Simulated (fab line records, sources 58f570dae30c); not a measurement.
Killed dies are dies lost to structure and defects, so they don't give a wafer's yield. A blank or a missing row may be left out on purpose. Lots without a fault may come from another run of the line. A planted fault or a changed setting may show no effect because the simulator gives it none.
One fault seen from 2 desks | flow berkeley_cmos170 | each desk has only its own numbers; what lay behind them comes last

THE METROLOGY DESK
What the gauges read, lot by lot, whatever tool the lot ran on: means of the sampled wafers that have a number. A lot is out of limits, marked OUT, if its mean lies more than 4 standard deviations from the usual mean; the brackets give that distance.
Columns: A = PWELL_NITRIDE_THK at UCB170_PWELL_THK_MEAS_06, usual 220.0 nm; B = cd_nm at UCB170_ACTIVE_CD_MEAS_13, usual 1199.9 nm; C = PFIELD_TW at UCB170_PFIELD_TW_MEAS_09, usual 604; D = PLDD_TW at UCB170_PLDD_TW_MEAS_11, usual 1005; E = PLDD_RS at UCB170_SDANNEAL_RS_MEAS_04, usual 1031.8 ohm/sq
lot  | first seen here | A     | B      | C   | D               | E
L727 | day 3 01:48     | 218.4 | 1197.6 | 609 | 1000            | 1033.5
L728 | day 3 12:28     | 219.0 | 1200.2 | 604 | 989             | 1033.5
L729 | day 3 12:29     | 218.9 | 1202.0 | 596 | 998             | 1036.5
L730 | day 3 18:10     | 221.2 | 1199.9 | 604 | 990             | 1035.1
L737 | day 5 09:08     | 221.7 | 1199.1 | 605 | 1084 (+8.0) OUT | 841.0 (-71) OUT
L739 | day 5 14:28     | 220.8 | 1199.6 | 598 | 1014            | 1031.8
L738 | day 5 14:28     | 222.2 | 1200.6 | 591 | 1089 (+8.5) OUT | 840.7 (-71) OUT
L740 | day 5 18:23     | 221.2 | 1198.5 | 610 | 996             | 1030.6
L741 | day 5 18:23     | 219.2 | 1201.0 | 609 | 1019            | 1030.5
L743 | day 6 08:16     | 217.0 | 1201.6 | 606 | 997             | 1031.1
L746 | day 6 13:46     | 223.7 | 1199.3 | 590 | 1009            | 1031.5
L744 | day 6 13:47     | 217.5 | 1200.0 | 607 | 995             | 1033.5
L748 | day 7 13:35     | 217.4 | 1200.2 | 609 | 1018            | 1031.3
This desk's finding: out of limits on L737, L738; first on L738, day 9 04:20 (PLDD_TW at UCB170_PLDD_TW_MEAS_11). In limits: L727, L728, L729, L730, L739, L740, L741, L743, L746, L744, L748.

THE TOOL OWNER'S DESK: implanter-03
The tool's own readings at UCB170_PLDD_IMPLANT_08: means of the sampled wafers that have a number, for each lot that ran on this tool. A lot is out of limits, marked OUT, if its mean lies more than 4 standard deviations from the usual mean; the brackets give that distance.
Columns: A = beam_on_s at UCB170_PLDD_IMPLANT_08, usual 10.00 s; B = dose_ions_cm2 at UCB170_PLDD_IMPLANT_08, usual 5e+13; C = faraday_current_uA at UCB170_PLDD_IMPLANT_08, usual 159
lot  | first seen here | A               | B                       | C
L728 | day 6 15:29     | 9.80            | 5e+13                   | 162
L738 | day 9 03:56     | 14.04 (+21) OUT | 8e+13 (+99 or more) OUT | 181 (+7.2) OUT
L737 | day 9 04:43     | 13.34 (+18) OUT | 8e+13 (+99 or more) OUT | 190 (+9.9) OUT
This desk's finding: out of limits on L737, L738; first on L738, day 9 03:56 (beam_on_s at UCB170_PLDD_IMPLANT_08). In limits: L728.

PUT TOGETHER
The tool owner's desk could have raised an alarm at day 9 03:56, on L737, L738.
The metrology desk could have raised an alarm at day 9 04:20, on L737, L738.
Of the lots named, all ran UCB170_PLDD_IMPLANT_08 on implanter-03.

WHAT THE SIMULATOR HAD PUT IN
Process parameter drift: implanter-03, from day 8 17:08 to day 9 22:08, at UCB170_PLDD_IMPLANT_08. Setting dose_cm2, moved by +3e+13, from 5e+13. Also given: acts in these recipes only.
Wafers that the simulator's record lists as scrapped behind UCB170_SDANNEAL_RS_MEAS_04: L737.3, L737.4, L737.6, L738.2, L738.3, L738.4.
Lots struck among those shown: L737, L738.
Hours from the fault's start to each desk's first reading out of limits: the tool owner's desk, 11; the metrology desk, 11.
